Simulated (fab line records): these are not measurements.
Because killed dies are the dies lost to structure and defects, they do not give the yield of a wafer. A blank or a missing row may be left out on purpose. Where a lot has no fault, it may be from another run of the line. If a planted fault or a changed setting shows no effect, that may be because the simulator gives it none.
Which tool did it? -- flow berkeley_cmos170 -- 12 lots, 36 wafers sampled, at 2 steps of a route of 331

## WHAT THE GAUGES SHOWED, per wafer
UCB170_V2_CD_MEAS_12 targets a cd of 700 nm.
lot,measured,on,cd_nm (nm)
L077,day 9 13:35,cd_sem-02,699.5 699.1 700.2
L076,day 9 17:41,cd_sem-02,701.5 700.8 700.7
L080,day 10 08:38,cd_sem-01,699.5 699.2 698.3
L081,day 10 08:28,cd_sem-01,699.4 699.3 698.5
L085,day 11 02:40,cd_sem-02,701.1 701.1 701.4
L084,day 11 04:26,cd_sem-01,702.7 702.3 703.5
L087,day 12 04:06,cd_sem-02,702.3 701.1 701.4
L089,day 12 11:35,cd_sem-01,703.9 703.2 704.5
L092,day 12 17:43,cd_sem-02,696.5 697.1 697.1
L091,day 13 00:58,cd_sem-02,699.4 701.0 699.5
L094,day 13 09:05,cd_sem-02,699.2 700.2 699.5
L097,day 14 01:56,cd_sem-02,700.7 700.9 700.1

## WHAT TOOL EACH LOT RAN ON (gives the tool, then ch and the chambers of the sampled wafers, and finally the start)
lot,UCB170_V1_CVD_00
L077,"pecvd-01 ch 0,2, day 9 06:46"
L076,"pecvd-03 ch 1,2, day 9 10:00"
L080,"pecvd-01 ch 1,2, day 9 20:07"
L081,"pecvd-01 ch 0,1, day 9 21:26"
L085,"pecvd-01 ch 0,1,2, day 10 18:07"
L084,"pecvd-01 ch 0,2, day 10 19:23"
L087,"pecvd-02 ch 0,2, day 11 18:19"
L089,"pecvd-03 ch 0,2, day 12 02:49"
L092,"pecvd-03 ch 0,1, day 12 10:49"
L091,"pecvd-01 ch 0,1,2, day 12 14:27"
L094,"pecvd-02 ch 1,2, day 13 00:47"
L097,"pecvd-03 ch 0,1, day 13 16:47"
- UCB170_V1_CVD_00: deposits SiO2 from TEOS/O2, target thk 2000 nm, time 250 s.

## THE ANSWER, worked out from the rows above alone
Rule: the lots themselves supply what counts as usual. Put in order of their means at a reading, lots are off if they are a third of the lots or fewer, leave a main group of 4 or more, and stand apart from it by a gap of 3 or more times the standard deviation of the main group's means; of several such gaps the widest counts. Not used: any main group whose means are identical at the precision the tables above print for the reading. Also off: a lot with no number at a reading for which 4 or more lots have one. Any other lot the step has rows for is counted as sound.
Across all readings shown, no lot is off: no conclusion can be drawn from this.

## WHAT HAD BEEN PUT IN BY THE SIMULATOR
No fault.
